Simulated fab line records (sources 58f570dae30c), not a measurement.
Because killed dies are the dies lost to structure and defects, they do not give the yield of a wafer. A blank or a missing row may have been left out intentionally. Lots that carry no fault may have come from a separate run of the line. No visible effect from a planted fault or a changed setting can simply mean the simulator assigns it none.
fab line records	flow berkeley-cmos170	part 1 of 2: steps 1 to 27 of 37
record lots=5	wafers=15	last-day=11
route steps=331 shown M1@240 V1@254 M2@271
lots with no fault: from the same line, run without faults
start-h: the number of hours between the record's first day and the start of the first shown wafer of the lot	wait-h: hours elapsed since this lot's preceding step	" as in the row above	L1.1+2: a single row standing in for several wafers	- no value, or no start was given	* or withheld: withheld	< > ~ a bound
route shown NAME@n: names a module that has steps shown in the file, with the first one's number in the route	usual: average and standard deviation across the fault-free wafers	same: alike in all rows	chamber/n: place in a boat	sites: readings site by site	_std_site: how widely they spread, as a standard deviation	_edge_site: outer sites' mean less inner sites'	radius-mm: how far each site lies from the wafer's centre	mask NAME#n: copy n	behind: the most recent tool/chamber to have shaped the wafer	hold: the reason the lot was held/the length of the hold in hours/how it ended	device: which transistor (n, p or np) failed to switch	end of line: the tests these same wafers got at the end of their route	a step with no rows: only its recipe	killed: at the first sort, the dies lost to defects and structure; wafer yield is something else	map: shows each die of a wafer: x if killed, . if not, _ if none is there
set.NAME: the setting the step ran with; set.NAME@STEP: the setting that earlier step ran with	model.NAME: the simulator's own value behind a step, which no gauge read
lots at some steps of the route; a table a step, a row a wafer
services: from which hour (start-h, from the record's first day; less than 0 if before it) a tool's chamber was out of use, for how many hours, and why
## steps
# step UCB170_M1_THK_MEAS_02
# recipe thk-meas-gauge=xrf	reads=Al_of_M1_SPUTTER_00
# usual M1_AL_THK=595/8.2
lot.wafer	tool	chamber	start-h	wait-h	M1_AL_THK[nm]
L077.1	film-metro-03	-	154.96	0.1	592
L077.2	"	-	"	"	593
L077.3	"	-	"	"	599
L079.2	film-metro-01	-	155.46	0.1	594
L079.3	"	-	"	"	599
L079.6	"	-	"	"	605
L084.3	film-metro-03	-	197.86	0.1	611
L084.5	"	-	"	"	596
L084.6	"	-	"	"	595
L088.4	film-metro-01	-	217.56	0.1	594
L088.5	"	-	"	"	597
L088.6	"	-	"	"	594
L097.3	film-metro-03	-	256.94	0.1	593
L097.5	"	-	"	"	595
L097.6	"	-	"	"	598
# step UCB170_M1_COAT_03
# recipe resist=BARC	temp-c=withheld	time-s=withheld	spin-rpm=3000	resist-thk-nm=withheld
lot.wafer	tool	chamber	start-h	wait-h
L077.1+2+3	litho-track-04	0	155.02	0.1
L079.2+3+6	litho-track-01	0	155.54	0.1
L084.3+5+6	litho-track-04	0	197.95	0.1
L088.4+5+6	litho-track-03	0	217.90	0.3
L097.3+5+6	litho-track-01	0	257.03	0.1
# step UCB170_M1_COAT_04
# recipe resist=KrF	spin-rpm=1500	resist-thk-nm=900
lot.wafer	tool	chamber	start-h	wait-h
L077.1+2+3	litho-track-04	0	-	-
L079.2+3+6	litho-track-01	0	-	-
L084.3+5+6	litho-track-04	0	-	-
L088.4+5+6	litho-track-03	0	-	-
L097.3+5+6	litho-track-01	0	-	-
# step UCB170_M1_SOFTBAKE_05
# recipe resist=KrF	temp-c=130	time-s=60
# usual heater-power-total-W=56.80/0.044
lot.wafer	tool	chamber	start-h	wait-h	heater-power-total-W
L077.1	litho-track-04	0	-	-	56.85
L077.2	"	0	"	"	56.78
L077.3	"	0	"	"	56.83
L079.2	litho-track-01	0	-	-	56.80
L079.3	"	0	"	"	56.81
L079.6	"	0	"	"	56.81
L084.3	litho-track-04	0	-	-	56.82
L084.5	"	0	"	"	56.91
L084.6	"	0	"	"	56.83
L088.4	litho-track-03	0	-	-	56.77
L088.5	"	0	"	"	56.74
L088.6	"	0	"	"	56.80
L097.3	litho-track-01	0	-	-	56.76
L097.5	"	0	"	"	56.83
L097.6	"	0	"	"	56.84
# step UCB170_M1_EXPOSE_06
# recipe mask-id=METAL1	target-cd-nm=700	na=0.5	sigma-outer=0.6	source-shape=conventional	dose-mj=21
# usual reticle-temp-C=23.00/0.11
# same sigma-outer=0.6
lot.wafer	tool	chamber	start-h	wait-h	mask	reticle-temp-C
L077.1	krf-scanner-01	0	155.59	-	METAL1#0	22.98
L077.2	"	0	"	"	METAL1#0	22.96
L077.3	"	0	"	"	METAL1#0	22.71
L079.2	krf-scanner-02	0	156.11	-	METAL1#0	23.13
L079.3	"	0	"	"	METAL1#0	22.89
L079.6	"	0	"	"	METAL1#0	23.07
L084.3	krf-scanner-01	0	198.38	-	METAL1#0	23.18
L084.5	"	0	"	"	METAL1#0	23.03
L084.6	"	0	"	"	METAL1#0	23.05
L088.4	krf-scanner-02	0	218.51	-	METAL1#0	23.13
L088.5	"	0	"	"	METAL1#0	23.01
L088.6	"	0	"	"	METAL1#0	22.94
L097.3	krf-scanner-02	0	257.60	-	METAL1#0	22.96
L097.5	"	0	"	"	METAL1#0	22.95
L097.6	"	0	"	"	METAL1#0	23.03
# step UCB170_M1_PEB_07
# recipe peb-temp-c=130	peb-time-s=withheld	resist=KrF
# usual heater-power-total-W=56.81/0.039
lot.wafer	tool	chamber	start-h	wait-h	heater-power-total-W
L077.1	litho-track-04	0	155.71	0.1	56.80
L077.2	"	0	"	"	56.83
L077.3	"	0	"	"	56.81
L079.2	litho-track-04	0	156.23	0.1	56.86
L079.3	"	0	"	"	56.77
L079.6	"	0	"	"	56.78
L084.3	litho-track-01	0	198.51	0.1	56.79
L084.5	"	0	"	"	56.85
L084.6	"	0	"	"	56.78
L088.4	litho-track-01	0	218.90	0.4	56.80
L088.5	"	0	"	"	56.76
L088.6	"	0	"	"	56.81
L097.3	litho-track-04	0	257.72	0.1	56.78
L097.5	"	0	"	"	56.75
L097.6	"	0	"	"	56.82
# step UCB170_M1_DEVELOP_08
# recipe developer=TMAH	develop-time-s=45	resist=KrF	dev-temp-c=21
# same develop-time-s=45
lot.wafer	tool	chamber	start-h	wait-h
L077.1+2+3	litho-track-04	0	-	-
L079.2+3+6	litho-track-04	0	-	-
L084.3+5+6	litho-track-01	0	-	-
L088.4+5+6	litho-track-01	0	-	-
L097.3+5+6	litho-track-04	0	-	-
# step UCB170_M1_CD_MEAS_09
# recipe target-cd-nm=700
# usual cd-nm=699.6/1.4
lot.wafer	tool	chamber	start-h	wait-h	cd-nm
L077.1	cd-sem-02	-	155.98	-	700.5
L077.2	"	-	"	"	700.4
L077.3	"	-	"	"	700.1
L079.2	cd-sem-02	-	156.50	-	696.4
L079.3	"	-	"	"	698.0
L079.6	"	-	"	"	698.4
L084.3	cd-sem-02	-	198.78	-	699.9
L084.5	"	-	"	"	700.2
L084.6	"	-	"	"	698.8
L088.4	cd-sem-02	-	219.16	-	699.6
L088.5	"	-	"	"	699.8
L088.6	"	-	"	"	699.3
L097.3	cd-sem-02	-	257.99	-	697.8
L097.5	"	-	"	"	695.4
L097.6	"	-	"	"	697.7
# step UCB170_M1_OVL_MEAS_10
# usual M1_OVL=1/6.2
lot.wafer	tool	chamber	start-h	wait-h	M1_OVL[nm]
L077.1	overlay-02	-	156.10	0.1	-5
L077.2	"	-	"	"	-5
L077.3	"	-	"	"	-14
L079.2	overlay-01	-	156.61	0.1	8
L079.3	"	-	"	"	10
L079.6	"	-	"	"	5
L084.3	overlay-02	-	198.87	0.1	9
L084.5	"	-	"	"	8
L084.6	"	-	"	"	4
L088.4	overlay-01	-	219.24	0.1	4
L088.5	"	-	"	"	12
L088.6	"	-	"	"	5
L097.3	overlay-02	-	258.08	0.1	4
L097.5	"	-	"	"	0
L097.6	"	-	"	"	-2
# step UCB170_M1_ETCH_11
# recipe chemistry=N2/H2	target-depth-a=withheld	overetch-a=withheld	target=BARC	time-s=withheld	source-w=500	bias-w=100	pressure-mtorr=30	n2-flow-sccm=100	h2-flow-sccm=200
# usual drypump-motor-current-A=5.8/0.43	oes-product-au=1.006/0.027	rf-fwd-power-W=495.3/2	throttle-valve-pct=13.36/0.25
lot.wafer	tool	chamber	start-h	wait-h	drypump-motor-current-A	oes-product-au	rf-fwd-power-W	throttle-valve-pct
L077.1	rie-diel-02	0	156.14	0.0	5.5	1.001	497.0	13.65
L077.2	"	3	"	"	5.8	1.004	491.8	13.50
L077.3	"	1	"	"	5.4	0.992	498.6	13.09
L079.2	rie-diel-01	0	156.64	0.0	5.7	0.949	497.1	13.49
L079.3	"	3	"	"	6.5	1.000	497.3	13.53
L079.6	"	3	"	"	6.5	1.009	497.6	13.54
L084.3	rie-diel-02	3	198.89	0.0	5.7	0.997	493.4	13.50
L084.5	"	0	"	"	5.5	1.013	497.7	13.68
L084.6	"	1	"	"	5.4	1.005	499.5	13.10
L088.4	rie-diel-01	1	219.26	0.0	6.0	1.056	493.5	13.43
L088.5	"	2	"	"	5.1	1.045	494.9	13.15
L088.6	"	3	"	"	6.6	1.016	494.0	13.53
L097.3	rie-diel-02	3	258.10	0.0	5.8	0.990	493.0	13.50
L097.5	"	3	"	"	5.8	0.993	495.1	13.49
L097.6	"	2	"	"	5.3	1.055	497.2	12.86
# step UCB170_M1_METAL_ETCH_12
# recipe chemistry=Cl2/BCl3	target=Al	stop-on=PSG	pressure-mtorr=12	target-depth-a=7800	over-etch-frac=0.3	time-s=130	icp-w=600	bias-w=120	Cl2_flow_sccm=90	bcl3-flow-sccm=45
# usual drypump-motor-current-A=5.7/0.5	he-backside-leak-sccm=3.30/0.21	oes-product-au=0.855/0.0085	rf-fwd-power-W=597.2/2.1	throttle-valve-pct=24.41/0.16
lot.wafer	tool	chamber	start-h	wait-h	drypump-motor-current-A	he-backside-leak-sccm	oes-product-au	rf-fwd-power-W	rf-hours-counter-h	throttle-valve-pct
L077.1	rie-metal-02	1	156.18	-	5.6	3.14	0.855	599.2	8	24.50
L077.2	"	0	"	"	4.8	3.59	0.859	596.5	11	24.42
L077.3	"	1	"	"	5.6	3.14	0.861	601.8	-	24.49
L079.2	rie-metal-01	0	156.68	-	6.0	3.47	0.849	601.0	4	24.65
L079.3	"	1	"	"	6.3	3.20	0.850	599.9	-	24.51
L079.6	"	0	"	"	6.0	3.35	0.859	600.4	-	24.65
L084.3	rie-metal-03	1	198.98	-	6.1	3.25	0.856	597.6	-	24.19
L084.5	"	0	"	"	5.5	3.59	0.855	597.2	-	24.20
L084.6	"	1	"	"	6.1	3.29	0.854	595.1	-	24.21
L088.4	rie-metal-02	1	219.44	-	5.6	3.00	0.850	594.8	-	24.50
L088.5	"	1	"	"	5.6	3.14	0.853	597.0	-	24.51
L088.6	"	1	"	"	5.6	3.20	0.850	596.3	-	24.52
L097.3	rie-metal-02	1	258.19	-	5.6	3.16	0.852	599.6	-	24.51
L097.5	"	1	"	"	5.6	2.97	0.851	597.4	-	24.51
L097.6	"	0	"	"	4.8	3.27	0.858	601.3	-	24.43
# step UCB170_M1_STRIP_13
# recipe chemistry=O2	power-w=400	pressure-mtorr=3500	platen-temp-c=withheld	o2-flow-sccm=400	overash-fraction=0.5
# usual drypump-motor-current-A=5.57/0.3	oes-product-au=0.719/0.0044
lot.wafer	tool	chamber	start-h	wait-h	drypump-motor-current-A	oes-product-au	rf-hours-counter-h
L077.1	plasma-asher-04	1	156.32	0.1	5.22	0.717	50
L077.2	"	0	"	"	6.06	0.714	50
L077.3	"	1	"	"	5.23	0.727	-
L079.2	plasma-asher-03	0	156.81	0.1	5.43	0.720	5
L079.3	"	0	"	"	5.42	0.719	-
L079.6	"	1	"	"	5.70	0.717	-
L084.3	plasma-asher-01	0	199.10	0.1	5.48	0.725	-
L084.5	"	0	"	"	5.53	0.715	-
L084.6	"	1	"	"	5.38	0.718	-
L088.4	plasma-asher-04	1	219.60	0.1	5.24	0.714	-
L088.5	"	0	"	"	6.00	0.714	-
L088.6	"	1	"	"	5.25	0.726	-
L097.3	plasma-asher-04	1	258.31	0.1	5.22	0.717	-
L097.5	"	1	"	"	5.23	0.724	-
L097.6	"	0	"	"	6.03	0.721	-
# step UCB170_M1_CD_MEAS_90
# recipe target-cd-nm=700
# usual cd-nm=698.1/2.7
lot.wafer	tool	chamber	start-h	wait-h	cd-nm
L077.1	cd-sem-01	-	156.42	0.1	699.7
L077.2	"	-	"	"	699.5
L077.3	"	-	"	"	695.7
L079.2	cd-sem-02	-	156.93	0.1	696.9
L079.3	"	-	"	"	694.1
L079.6	"	-	"	"	699.8
L084.3	cd-sem-02	-	199.21	0.1	695.9
L084.5	"	-	"	"	699.5
L084.6	"	-	"	"	694.4
L088.4	cd-sem-02	-	219.73	0.1	699.1
L088.5	"	-	"	"	699.5
L088.6	"	-	"	"	700.4
L097.3	cd-sem-01	-	258.42	0.1	697.1
L097.5	"	-	"	"	692.7
L097.6	"	-	"	"	695.4
# step UCB170_M1_ANNEAL_14
# recipe temp-c=400	time-s=1200	ambient=forming-gas
# usual zone-power-source-pct=5.6/0.34
lot.wafer	tool	chamber	start-h	wait-h	zone-power-source-pct
L077.1	-	-	164.56	8.1	5.7
L077.2	"	-	"	"	5.8
L077.3	"	-	"	"	5.6
L079.2	-	-	164.56	7.6	5.8
L079.3	"	-	"	"	5.7
L079.6	"	-	"	"	5.7
L084.3	-	-	200.64	1.4	5.3
L084.5	"	-	"	"	5.3
L084.6	"	-	"	"	5.4
L088.4	-	-	222.69	2.9	5.3
L088.5	"	-	"	"	5.3
L088.6	"	-	"	"	5.3
L097.3	-	-	259.27	0.8	5.4
L097.5	"	-	"	"	5.2
L097.6	"	-	"	"	5.3
# step UCB170_V1_CVD_00
# recipe material=SiO2	target-thk-nm=2000	temp-c=390	precursor=TEOS/O2	time-s=250	rf-w=550	pressure-mtorr=9000
# usual heater-power-w=259/57	rf-fwd-power-W=548.7/1.8
lot.wafer	tool	chamber	start-h	wait-h	heater-power-w	rf-fwd-power-W
L077.1	pecvd-04	1	165.89	0.0	307	547.7
L077.2	"	2	"	"	374	549.2
L077.3	"	0	"	"	177	551.1
L079.2	pecvd-03	2	165.89	0.0	208	547.1
L079.3	"	1	"	"	228	549.6
L079.6	"	0	"	"	221	548.0
L084.3	pecvd-03	1	201.97	0.0	280	546.0
L084.5	"	1	"	"	231	547.6
L084.6	"	2	"	"	202	547.4
L088.4	pecvd-04	2	224.10	0.1	273	547.3
L088.5	"	0	"	"	164	545.1
L088.6	"	1	"	"	238	545.9
L097.3	pecvd-01	0	260.60	0.0	234	547.7
L097.5	"	0	"	"	285	547.8
L097.6	"	2	"	"	276	550.3
# step UCB170_V1_THK_MEAS_01
# recipe reads=SiO2_of_V1_CVD_00
# usual V1_TEOS_THK=1993/24
lot.wafer	tool	chamber	start-h	wait-h	V1_TEOS_THK[nm]
L077.1	film-metro-02	-	166.05	0.1	2013
L077.2	"	-	"	"	1998
L077.3	"	-	"	"	1988
L079.2	film-metro-01	-	166.06	0.1	1978
L079.3	"	-	"	"	2015
L079.6	"	-	"	"	2046
L084.3	film-metro-01	-	202.15	0.1	1997
L084.5	"	-	"	"	2008
L084.6	"	-	"	"	1999
L088.4	film-metro-04	-	224.21	0.0	2007
L088.5	"	-	"	"	2014
L088.6	"	-	"	"	2045
L097.3	film-metro-04	-	260.78	0.1	1973
L097.5	"	-	"	"	2000
L097.6	"	-	"	"	1961
# step UCB170_V1_CMP_02
# recipe material=SiO2	down-force-psi=6	platen-rpm=60	pad-velocity-m-s=0.75398
# usual motor-current-A=15.1/1.3	platen-rpm=60.00/0.045	slurry-filter-dp-kPa=13.50/0.14
lot.wafer	tool	chamber	start-h	wait-h	motor-current-A	platen-rpm	slurry-filter-dp-kPa
L077.1	cmp-02	2	166.11	0.1	13.7	60.05	13.40
L077.3	"	3	"	"	14.9	60.04	13.72
L077.2	"	1	"	"	18.0	59.90	13.26
L079.2	cmp-01	2	166.11	0.0	14.8	60.02	13.44
L079.3	"	3	"	"	14.1	59.99	13.49
L079.6	"	3	"	"	14.2	60.02	13.69
L084.3	cmp-02	3	202.49	0.3	14.4	59.98	13.64
L084.5	"	3	"	"	14.6	59.96	13.23
L084.6	"	0	"	"	13.5	60.02	13.24
L088.4	cmp-02	1	224.39	0.2	18.6	59.98	13.67
L088.6	"	2	"	"	13.7	60.01	13.65
L088.5	"	3	"	"	14.5	60.01	13.69
L097.3	cmp-02	1	261.11	0.3	18.3	60.06	13.61
L097.5	"	2	"	"	14.2	59.97	13.34
L097.6	"	3	"	"	14.7	59.99	13.54
# step UCB170_V1_BOW_MEAS_03
# recipe mode=bow
# usual V1_BOW=19/7
lot.wafer	tool	chamber	start-h	wait-h	V1_BOW[um]
L077.1	film-metro-01	-	166.41	0.2	22
L077.2	"	-	"	"	27
L077.3	"	-	"	"	23
L079.2	film-metro-04	-	166.43	0.3	28
L079.3	"	-	"	"	19
L079.6	"	-	"	"	24
L084.3	film-metro-04	-	202.84	0.3	27
L084.5	"	-	"	"	10
L084.6	"	-	"	"	30
L088.4	film-metro-04	-	224.60	0.2	9
L088.5	"	-	"	"	22
L088.6	"	-	"	"	23
L097.3	film-metro-04	-	261.30	0.1	28
L097.5	"	-	"	"	18
L097.6	"	-	"	"	21
# step UCB170_V1_THK_MEAS_04
# recipe reads=SiO2_of_V1_CVD_00
# usual V1_POLISHED_THK=999.3/1.3
lot.wafer	tool	chamber	start-h	wait-h	V1_POLISHED_THK[nm]
L077.1	film-metro-01	-	166.53	0.1	1001.1
L077.2	"	-	"	"	998.4
L077.3	"	-	"	"	1000.2
L079.2	film-metro-04	-	166.54	0.1	997.8
L079.3	"	-	"	"	996.4
L079.6	"	-	"	"	998.9
L084.3	film-metro-04	-	202.94	0.1	1002.4
L084.5	"	-	"	"	1001.3
L084.6	"	-	"	"	998.4
L088.4	film-metro-04	-	224.69	0.1	1000.1
L088.5	"	-	"	"	999.7
L088.6	"	-	"	"	1002.2
L097.3	film-metro-04	-	261.40	0.1	1001.2
L097.5	"	-	"	"	1001.7
L097.6	"	-	"	"	1001.1
# step UCB170_V1_CLEAN_05
# recipe chemistry=DIW
lot.wafer	tool	chamber	start-h	wait-h
L077.1+2+3	wet-bench-03	3	166.59	0.1
L079.2+3+6	wet-bench-03	0	166.59	0.0
L084.3+5+6	wet-bench-02	0	202.98	0.0
L088.4+5+6	wet-bench-01	1	224.80	0.1
L097.3+5+6	wet-bench-03	1	261.67	0.3
# step UCB170_V1_HMDS_06
# recipe prime-time-s=60	prime-temp-c=100
# same prime-time-s=60
lot.wafer	tool	chamber	start-h	wait-h
L077.1+2+3	litho-track-03	0	166.76	0.0
L079.2+3+6	litho-track-02	0	166.79	0.0
L084.3+5+6	litho-track-03	0	203.31	0.2
L088.4+5+6	litho-track-01	0	225.19	0.2
L097.3+5+6	litho-track-03	0	261.89	0.1
# step UCB170_V1_COAT_07
# recipe resist=KrF	spin-rpm=1500	resist-thk-nm=900
lot.wafer	tool	chamber	start-h	wait-h
L077.1+2+3	litho-track-03	0	166.91	0.1
L079.2+3+6	litho-track-02	0	166.94	0.1
L084.3+5+6	litho-track-03	0	203.46	0.1
L088.4+5+6	litho-track-01	0	225.34	0.1
L097.3+5+6	litho-track-03	0	262.04	0.1
# step UCB170_V1_SOFTBAKE_08
# recipe resist=KrF	temp-c=130	time-s=60
# usual heater-power-total-W=56.80/0.049
lot.wafer	tool	chamber	start-h	wait-h	heater-power-total-W
L077.1	litho-track-03	0	167.06	0.1	56.78
L077.2	"	0	"	"	56.87
L077.3	"	0	"	"	56.91
L079.2	litho-track-02	0	167.09	0.1	56.70
L079.3	"	0	"	"	56.82
L079.6	"	0	"	"	56.92
L084.3	litho-track-03	0	203.61	0.1	56.80
L084.5	"	0	"	"	56.71
L084.6	"	0	"	"	56.81
L088.4	litho-track-01	0	225.49	0.1	56.83
L088.5	"	0	"	"	56.86
L088.6	"	0	"	"	56.78
L097.3	litho-track-03	0	262.19	0.1	56.86
L097.5	"	0	"	"	56.76
L097.6	"	0	"	"	56.74
# step UCB170_V1_EXPOSE_09
# recipe mask-id=VIA1	target-cd-nm=700	na=0.5	sigma-outer=0.6	source-shape=conventional	dose-mj=37
# usual reticle-temp-C=23.00/0.098
# same sigma-outer=0.6
lot.wafer	tool	chamber	start-h	wait-h	mask	reticle-temp-C
L077.1	krf-scanner-01	0	167.21	0.1	VIA1#0	23.04
L077.2	"	0	"	"	VIA1#0	22.87
L077.3	"	0	"	"	VIA1#0	22.98
L079.2	krf-scanner-02	0	167.47	0.4	VIA1#0	23.16
L079.3	"	0	"	"	VIA1#0	22.97
L079.6	"	0	"	"	VIA1#0	22.92
L084.3	krf-scanner-02	0	203.99	0.4	VIA1#0	23.03
L084.5	"	0	"	"	VIA1#0	23.01
L084.6	"	0	"	"	VIA1#0	23.15
L088.4	krf-scanner-02	0	225.63	0.1	VIA1#0	23.06
L088.5	"	0	"	"	VIA1#0	23.01
L088.6	"	0	"	"	VIA1#0	23.03
L097.3	krf-scanner-01	0	262.33	0.1	VIA1#0	22.93
L097.5	"	0	"	"	VIA1#0	23.01
L097.6	"	0	"	"	VIA1#0	22.88
# step UCB170_V1_PEB_10
# recipe peb-temp-c=130	peb-time-s=withheld	resist=KrF
# usual heater-power-total-W=56.80/0.045
lot.wafer	tool	chamber	start-h	wait-h	heater-power-total-W
L077.1	litho-track-03	0	168.11	0.9	56.78
L077.2	"	0	"	"	56.78
L077.3	"	0	"	"	56.83
L079.2	litho-track-01	0	168.34	0.8	56.82
L079.3	"	0	"	"	56.82
L079.6	"	0	"	"	56.83
L084.3	litho-track-01	0	204.24	0.2	56.80
L084.5	"	0	"	"	56.82
L084.6	"	0	"	"	56.78
L088.4	litho-track-03	0	226.12	0.5	56.83
L088.5	"	0	"	"	56.78
L088.6	"	0	"	"	56.81
L097.3	litho-track-01	0	262.46	0.1	56.83
L097.5	"	0	"	"	56.72
L097.6	"	0	"	"	56.83
# step UCB170_V1_DEVELOP_11
# recipe developer=TMAH	develop-time-s=45	resist=KrF	dev-temp-c=21
# same develop-time-s=45
lot.wafer	tool	chamber	start-h	wait-h
L077.1+2+3	litho-track-03	0	-	-
L079.2+3+6	litho-track-01	0	-	-
L084.3+5+6	litho-track-01	0	-	-
L088.4+5+6	litho-track-03	0	-	-
L097.3+5+6	litho-track-01	0	-	-
# step UCB170_V1_CD_MEAS_12
# recipe target-cd-nm=700
# usual cd-nm=700.1/1.5
lot.wafer	tool	chamber	start-h	wait-h	cd-nm
L077.1	cd-sem-02	-	168.39	-	699.3
L077.2	"	-	"	"	699.8
L077.3	"	-	"	"	700.3
L079.2	cd-sem-01	-	168.61	-	699.5
L079.3	"	-	"	"	701.1
L079.6	"	-	"	"	699.1
L084.3	cd-sem-01	-	204.51	-	699.2
L084.5	"	-	"	"	697.9
L084.6	"	-	"	"	699.2
L088.4	cd-sem-01	-	226.42	-	701.7
L088.5	"	-	"	"	702.4
L088.6	"	-	"	"	702.4
L097.3	cd-sem-02	-	262.72	-	700.4
L097.5	"	-	"	"	700.1
L097.6	"	-	"	"	698.5
